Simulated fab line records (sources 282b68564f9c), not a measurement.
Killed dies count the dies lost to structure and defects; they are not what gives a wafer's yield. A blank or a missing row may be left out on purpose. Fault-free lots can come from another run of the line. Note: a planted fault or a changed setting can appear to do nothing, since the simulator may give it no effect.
Comparing a struck lot with a sound one / flow rit_cmos / 14 out of 202 route steps
Sound: wafers L965.1, L965.4, L965.6. The struck wafers were L972.4, L972.5, L972.6. Last of all comes the cause.
At each step with rows: each side's tool, then ch and its chambers, then its first start. Under that, the readings that differ: sound wafers / struck wafers / difference of the means / sigmas: that difference in standard deviations of wafers without a fault.
alike: words and numbers the same on both sides, and readings whose means are apart by under 2 such deviations; not compared: readings that were withheld, readings missing a value for some wafer, numbers with overlapping values and no deviation given by the record, and bounds like >300 which may hide the same value.
A row with sigmas, a row that says differs or no value, or rows on one side alone: a step with any of these is where the two part. When numbers do not overlap yet have no deviation, they are printed without sigmas and do not part them. A reading missing from all wafers of one side parts the sides only when that side holds two or more wafers.

first, 1 step without rows for these wafers: RIT_NWELL_IMPLANT_08.
RIT_NWELL_STRIP_09: strips in O2, time 180 s.
  sound on plasma_asher-04 ch 0,1, day 2 07:29; struck on plasma_asher-01 ch 0,1, day 3 19:07
reading=drypump_motor_current_A (A); sound=5.05 4.92 4.93; struck=5.47 5.48 5.47; difference=+0.51; sigmas=+2
  alike: chamber_pressure_mTorr
  not compared: rf_hours_counter_h
RIT_NWELL_TW_MEAS_10:
  struck on film_metro-03, day 3 19:16; sound on film_metro-01, day 2 07:40
reading=NWELL_TW; sound=2185 2172 2165; struck=2125 2118 2119; difference=-53; sigmas=-3
then, 6 steps without rows for these wafers: RIT_PWELL_HMDS_00 (prime time 60 s); RIT_PWELL_COAT_01 (resist thk 1300 nm); RIT_PWELL_SOFTBAKE_02 (time 60 s); RIT_PWELL_EXPOSE_03 (exposes mask M3, target cd 43700 nm); RIT_PWELL_PEB_04; RIT_PWELL_DEVELOP_05 (develop time 68 s).
RIT_PWELL_OVL_MEAS_06:
  struck on overlay-01, day 3 20:11; sound on overlay-01, day 2 08:43
  alike: PWELL_OVL
then, 2 steps without rows for these wafers: RIT_PWELL_HARDBAKE_07 (time 120 s); RIT_PWELL_IMPLANT_08.
RIT_PWELL_STRIP_09: strips in O2, time 180 s.
  sound on plasma_asher-03 ch 0,1, day 2 09:10; struck on plasma_asher-03 ch 0,1, day 3 20:40
  no value came back on the struck wafers for chamber_pressure_mTorr (mTorr), drypump_motor_current_A (A); on the sound wafers chamber_pressure_mTorr (mTorr) reads 3995 3996 4005
reading=model.NOVOLAK_of_PWELL_COAT_01.thk_nm (nm); sound=0 0 0; struck=1133 1134 1136; difference=+1134; sigmas=
  not compared: rf_hours_counter_h
RIT_PWELL_TW_MEAS_10:
  struck on film_metro-04, day 3 20:49; sound on film_metro-04, day 2 09:20
  alike: PWELL_TW

## WHERE THEY PART
First at RIT_NWELL_STRIP_09; last, within this record, at RIT_PWELL_STRIP_09. Later steps at which nothing parts them and some readings are alike: RIT_PWELL_TW_MEAS_10.

WHY: what the simulator had put in
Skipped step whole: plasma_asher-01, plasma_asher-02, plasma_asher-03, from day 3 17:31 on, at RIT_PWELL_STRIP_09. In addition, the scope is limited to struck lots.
